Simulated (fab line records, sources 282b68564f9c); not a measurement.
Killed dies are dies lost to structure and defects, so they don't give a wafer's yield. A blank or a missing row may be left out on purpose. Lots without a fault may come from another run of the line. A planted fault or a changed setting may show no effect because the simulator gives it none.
A struck lot beside a sound one | flow rit_cmos | 21 steps out of a route of 202
Sound: wafers L972.1, L972.2, L972.6. Struck: wafers L977.1, L977.2, L977.4. The cause comes at the end.
At each step with rows: each side's tool, then ch and its chambers, then its first start. Under that, the readings that differ: sound wafers | struck wafers | difference of the means | sigmas: that difference in standard deviations of wafers without a fault.
alike: readings whose means differ by less than 2 such deviations, and words and numbers that are the same on both sides. not compared: withheld readings, readings that some wafer has no value for, bounds like >300 that may hide the same value, and numbers for which the record gives no deviation and whose values overlap.
The two part at a step that has a row with sigmas, a row that says differs or no value, or rows on one side only. Numbers that don't overlap but have no deviation are shown without sigmas and don't part them. A reading that every wafer of one side lacks parts them only if that side has two wafers or more.

first, 6 steps without rows for these wafers: RIT_NLDD_HMDS_00 (prime time 60 s); RIT_NLDD_COAT_01 (resist thk 1000 nm); RIT_NLDD_SOFTBAKE_02 (time 60 s); RIT_NLDD_EXPOSE_03 (exposes mask M7, target cd 40700 nm); RIT_NLDD_PEB_04; RIT_NLDD_DEVELOP_05 (develop time 50 s).
RIT_NLDD_OVL_MEAS_06:
  sound on overlay-01, day 3 09:17; struck on overlay-02, day 4 10:13
  alike: NLDD_OVL
then, 2 steps without rows for these wafers: RIT_NLDD_HARDBAKE_07 (time 60 s); RIT_NLDD_IMPLANT_08.
RIT_NLDD_STRIP_09: strips in O2, time 180 s.
  sound on plasma_asher-04 ch 0,1, day 3 09:38; struck on plasma_asher-04 ch 0,1, day 4 10:32
  alike: drypump_motor_current_A
  not compared: rf_hours_counter_h
RIT_NLDD_TW_MEAS_10:
  sound on film_metro-02, day 3 09:49; struck on film_metro-04, day 4 10:43
  alike: NLDD_TW
then, 1 step without rows for these wafers: RIT_PLDD_HMDS_00 (prime time 60 s).
RIT_PLDD_COAT_01: resist thk 1000 nm.
  sound on litho_track-04 ch 0, day 3 10:01; struck on litho_track-03 ch 0, day 4 11:04
  reading                                   | sound                | struck               | difference | sigmas
  spin_speed_rpm (rpm)                      | 3251.1 3249.6 3251.1 | 3174.6 3179.3 3181.4 | -72.2      | -34
  model.NOVOLAK_of_PLDD_COAT_01.thk_nm (nm) | 1001 1004 1001       | 1012 1013 1014       | +11        |
then, 4 steps without rows for these wafers: RIT_PLDD_SOFTBAKE_02 (time 60 s); RIT_PLDD_EXPOSE_03 (exposes mask M8, target cd 40900 nm); RIT_PLDD_PEB_04; RIT_PLDD_DEVELOP_05 (develop time 50 s).
RIT_PLDD_OVL_MEAS_06:
  sound on overlay-02, day 3 10:50; struck on overlay-02, day 4 11:53
  alike: PLDD_OVL
RIT_PLDD_HARDBAKE_07: time 60 s.
  sound on litho_track-04 ch 0, day 3 11:02; struck on litho_track-03 ch 0, day 4 11:56
  reading                                   | sound             | struck            | difference | sigmas
  model.NOVOLAK_of_PLDD_COAT_01.thk_nm (nm) | 884.8 887.2 884.9 | 894.4 894.8 895.7 | +9.3       |
then, 1 step without rows for these wafers: RIT_PLDD_IMPLANT_08.
RIT_M1_PROBE_99:
  the record has rows for the struck wafers here (prober-02, day 5 01:51) and none for the sound ones

WHERE THEY PART
First at RIT_PLDD_COAT_01; last, within this record, at RIT_M1_PROBE_99.

WHY: what the simulator had put in
Process parameter drift: litho_track-03, from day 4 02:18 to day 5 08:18, at RIT_PLDD_COAT_01. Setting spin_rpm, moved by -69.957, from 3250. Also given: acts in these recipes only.
